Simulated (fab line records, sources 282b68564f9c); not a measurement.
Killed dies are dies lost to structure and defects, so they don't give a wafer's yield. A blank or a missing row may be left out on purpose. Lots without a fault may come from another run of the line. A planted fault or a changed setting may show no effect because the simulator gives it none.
Split-lot experiment | flow rit_cmos | 5 lots, 27 wafers read, on a route of 202 steps

THE SPLIT
At RIT_SILICIDE_SPUTTER_01 (material Ti, target thk 30 nm, time 240 s), the setting time_s was moved away from the recipe's 240 s on 6 of the 27 wafers read, by -23.1% to +37.6%. The other wafers ran this setting at the recipe's value.

FROM THE SPLIT TO THE READING: what the file shows between them, 1 step
- RIT_SILICIDE_RS_MEAS_02: measures by four-point-probe

THE READING
SILICIDE_TI_THK, in nm, at RIT_SILICIDE_THK_MEAS_03 (measures by xrf). Fault-free wafers of this fab line usually give 30.1 nm, standard deviation 0.42 nm.

wafer  | tool, chamber at the split | time_s as run, s | against the recipe | SILICIDE_TI_THK, nm | against lot-mates on the recipe
L075.1 | pvd_sputter-04, -          | 240              | recipe             | 30.4                | -
L075.2 | pvd_sputter-04, -          | 240              | recipe             | 30.5                | -
L075.3 | pvd_sputter-04, -          | 330.2            | +37.6%             | 42.4                | +11.9
L075.4 | pvd_sputter-04, -          | 330.2            | +37.6%             | 42.0                | +11.5
L075.5 | pvd_sputter-04, -          | 240              | recipe             | 30.5                | -
L075.6 | pvd_sputter-04, -          | 330.2            | +37.6%             | 41.9                | +11.4
L078.1 | pvd_sputter-02, -          | 240              | recipe             | 29.5                | -
L078.2 | pvd_sputter-02, -          | 240              | recipe             | 30.5                | -
L078.3 | pvd_sputter-02, -          | 240              | recipe             | 29.9                | -
L078.4 | pvd_sputter-02, -          | 240              | recipe             | 29.7                | -
L078.5 | pvd_sputter-02, -          | 240              | recipe             | 30.6                | -
L078.6 | pvd_sputter-02, -          | 240              | recipe             | 29.4                | -
L079.1 | pvd_sputter-04, -          | 184.6            | -23.1%             | 22.5                | -7.3
L079.2 | pvd_sputter-04, -          | 184.6            | -23.1%             | 23.4                | -6.4
L079.3 | pvd_sputter-04, -          | 240              | recipe             | 29.9                | -
L079.4 | pvd_sputter-04, -          | 240              | recipe             | 29.9                | -
L079.5 | pvd_sputter-04, -          | 240              | recipe             | 29.7                | -
L079.6 | pvd_sputter-04, -          | 184.6            | -23.1%             | 22.9                | -6.9
L082.2 | pvd_sputter-02, -          | 240              | recipe             | 29.5                | -
L082.3 | pvd_sputter-02, -          | 240              | recipe             | 29.8                | -
L082.5 | pvd_sputter-02, -          | 240              | recipe             | 29.7                | -
L084.1 | pvd_sputter-04, -          | 240              | recipe             | 29.9                | -
L084.2 | pvd_sputter-04, -          | 240              | recipe             | 30.2                | -
L084.3 | pvd_sputter-04, -          | 240              | recipe             | 29.7                | -
L084.4 | pvd_sputter-04, -          | 240              | recipe             | 29.3                | -
L084.5 | pvd_sputter-04, -          | 240              | recipe             | 30.1                | -
L084.6 | pvd_sputter-04, -          | 240              | recipe             | 29.8                | -

THE FIT
A straight line over all 27 wafers: SILICIDE_TI_THK changes by +0.318 nm for each +1% of time_s; r = +1.00; the points scatter about the line by 0.4 nm.
The same after taking each lot's own level away (the mean of its wafers on the recipe; 27 wafers): +0.306 nm for each +1%; r = +1.00; scatter 0.32 nm.
On that fit, the largest move of time_s shifts the reading by 12 nm.
The lots' own levels span 29.67 to 30.47 nm, that is 1.9 times the standard deviation above.
So the lot-to-lot level changes the slope little: the two slopes agree.
Check: with one of the wafers moved furthest among these (+37.6%) left out of the fit, the line predicts +11.4 nm for it against its lot-mates. It came out at +11.9 nm against them.

OTHER SPLITS ON THESE WAFERS
These wafers also went through other splits before the reading. Each is held against what the fit with the lots' levels taken away leaves over:
other split on the same wafers        | wafers away from the commonest value | r with SILICIDE_TI_THK (lot level and that fit taken away)
RIT_GATE_DEVELOP_15 develop_time_s    | 9                                    | +0.24
RIT_SPACER_ETCHBACK_05 target_depth_a | 12                                   | -0.21

THE WHOLE CHAIN: every reading that the file lists as answering this split, in the file's order
step                     | what it does                              | reading                                                                           | change (the file's fit)               | r (the file's)
RIT_SILICIDE_SPUTTER_01  | material Ti, target thk 30 nm, time 240 s | Ti_of_SILICIDE_SPUTTER_01.thk_nm (the simulator's own value, which no gauge read) | +0.301 nm for each +1% of the setting | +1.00
RIT_SILICIDE_RS_MEAS_02  | measures by four-point-probe              | SILICIDE_TI_RS                                                                    | -0.527 for each +1% of the setting    | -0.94
RIT_SILICIDE_THK_MEAS_03 | measures by xrf                           | SILICIDE_TI_THK                                                                   | +0.307 for each +1% of the setting    | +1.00

THE FILE'S OWN FIT
SILICIDE_TI_THK changes by +0.307 nm for each +1% of time_s, r = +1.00.
